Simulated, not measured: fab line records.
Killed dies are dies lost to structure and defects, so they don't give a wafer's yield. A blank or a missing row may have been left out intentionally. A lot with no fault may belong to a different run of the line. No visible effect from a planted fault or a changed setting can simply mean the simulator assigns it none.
Tool commonality check / flow ritCmos / 14 lots, 42 wafers sampled

## REASON FOR OPENING
Of 14 lots, 2 have the reading GATE_POLY_THK flagged at RIT_GATE_THK_MEAS_09. Wafers without a fault read 249.9 nm, standard deviation 2.3.
Rule: a lot gets a flag if all its wafers with a number sit over 4 standard deviations from that mean, or if no wafer of it has a number. As for the other lots, they are considered sound.

lot=L254; measured=day 2 20:28; on=filmMetro-02; GATE_POLY_THK (nm), wafer by wafer=247.9 250.4 248.6; flag=
lot=L255; measured=day 3 02:23; on=filmMetro-01; GATE_POLY_THK (nm), wafer by wafer=246.9 247.6 251.1; flag=
lot=L256; measured=day 3 02:23; on=filmMetro-02; GATE_POLY_THK (nm), wafer by wafer=246.4 246.7 245.0; flag=
lot=L258; measured=day 3 09:41; on=filmMetro-02; GATE_POLY_THK (nm), wafer by wafer=252.2 251.5 253.2; flag=
lot=L257; measured=day 3 09:43; on=filmMetro-01; GATE_POLY_THK (nm), wafer by wafer=251.8 252.7 251.4; flag=
lot=L259; measured=day 3 13:41; on=filmMetro-01; GATE_POLY_THK (nm), wafer by wafer=246.3 246.8 246.5; flag=
lot=L260; measured=day 3 22:44; on=filmMetro-02; GATE_POLY_THK (nm), wafer by wafer=249.3 248.5 250.9; flag=
lot=L261; measured=day 4 02:17; on=filmMetro-01; GATE_POLY_THK (nm), wafer by wafer=248.1 248.5 249.1; flag=
lot=L262; measured=day 4 05:38; on=filmMetro-04; GATE_POLY_THK (nm), wafer by wafer=251.7 249.3 251.9; flag=
lot=L263; measured=day 4 14:05; on=filmMetro-02; GATE_POLY_THK (nm), wafer by wafer=353.4 353.5 355.7; flag=FLAGGED
lot=L264; measured=day 4 18:08; on=filmMetro-01; GATE_POLY_THK (nm), wafer by wafer=360.8 357.5 359.8; flag=FLAGGED
lot=L270; measured=day 6 01:01; on=filmMetro-04; GATE_POLY_THK (nm), wafer by wafer=250.6 250.5 251.2; flag=
lot=L273; measured=day 6 13:07; on=filmMetro-01; GATE_POLY_THK (nm), wafer by wafer=248.3 247.9 248.6; flag=
lot=L277; measured=day 7 11:08; on=filmMetro-01; GATE_POLY_THK (nm), wafer by wafer=251.2 252.0 250.3; flag=
Average over the flagged lots: 356.8 nm; offset from the usual +106.9 nm, equal to +46 standard deviations.

## WHICH TOOL RAN EACH LOT
The record holds 1 process step before the reading, out of a route of 202 steps. Read each cell as the tool, then ch plus the chambers that the sampled wafers visited, then the start.
lot=L254; flag=; RIT_GATE_CVD_08=lpcvd-01 ch 0, day 2 18:51
lot=L255; flag=; RIT_GATE_CVD_08=lpcvd-01 ch 0, day 3 00:46
lot=L256; flag=; RIT_GATE_CVD_08=lpcvd-01 ch 0, day 3 00:46
lot=L258; flag=; RIT_GATE_CVD_08=lpcvd-01 ch 1, day 3 08:04
lot=L257; flag=; RIT_GATE_CVD_08=lpcvd-01 ch 1, day 3 08:04
lot=L259; flag=; RIT_GATE_CVD_08=lpcvd-01 ch 1, day 3 12:04
lot=L260; flag=; RIT_GATE_CVD_08=lpcvd-01 ch 0, day 3 21:07
lot=L261; flag=; RIT_GATE_CVD_08=lpcvd-01 ch 1, day 4 00:38
lot=L262; flag=; RIT_GATE_CVD_08=lpcvd-01 ch 0, day 4 04:01
lot=L263; flag=FLAGGED; RIT_GATE_CVD_08=lpcvd-01 ch 1, day 4 12:28
lot=L264; flag=FLAGGED; RIT_GATE_CVD_08=lpcvd-01 ch 1, day 4 16:31
lot=L270; flag=; RIT_GATE_CVD_08=lpcvd-02 ch 0, day 5 23:23
lot=L273; flag=; RIT_GATE_CVD_08=lpcvd-02 ch 1, day 6 11:30
lot=L277; flag=; RIT_GATE_CVD_08=lpcvd-01 ch 1, day 7 09:31
What these steps do:
- RIT_GATE_CVD_08: deposits poly-Si from SiH4, target thk 250 nm, time 2220 s.
- RIT_GATE_THK_MEAS_09

## FLAGGED AGAINST TOTAL, ONE TOOL AT A TIME (gauges that did the reading follow at the end)
step=RIT_GATE_CVD_08; tool=lpcvd-01; lots run=12; flagged=2; share of the flagged lots=all; sound lots run after its first flagged lot=1 (L277)
step=RIT_GATE_CVD_08; tool=lpcvd-02; lots run=2; flagged=0; share of the flagged lots=none; sound lots run after its first flagged lot=-
step=RIT_GATE_THK_MEAS_09; tool=filmMetro-01; lots run=7; flagged=1; share of the flagged lots=some; sound lots run after its first flagged lot=2 (L273,L277)
step=RIT_GATE_THK_MEAS_09; tool=filmMetro-02; lots run=5; flagged=1; share of the flagged lots=some; sound lots run after its first flagged lot=0
step=RIT_GATE_THK_MEAS_09; tool=filmMetro-04; lots run=2; flagged=0; share of the flagged lots=none; sound lots run after its first flagged lot=-

## WHAT IS ALLOWED BY THE TABLE
In the table, 1 row covers all flagged lots: lpcvd-01 at RIT_GATE_CVD_08.
- lpcvd-01 at RIT_GATE_CVD_08 ran 12 lots, 2 of them flagged. After the first flagged lot (L277), sound lots still ran on it; a lasting fault on the whole tool would not permit that. Its own readings lie more than 4 standard deviations out on every wafer of the flagged lots: spikeTcCentreC, spikeTcLoadC, spikeTcSourceC, susceptorTempC.
There is no row in the table that ran each flagged lot and no sound lot after the first.

## WHAT THE SIMULATOR HAD INSERTED
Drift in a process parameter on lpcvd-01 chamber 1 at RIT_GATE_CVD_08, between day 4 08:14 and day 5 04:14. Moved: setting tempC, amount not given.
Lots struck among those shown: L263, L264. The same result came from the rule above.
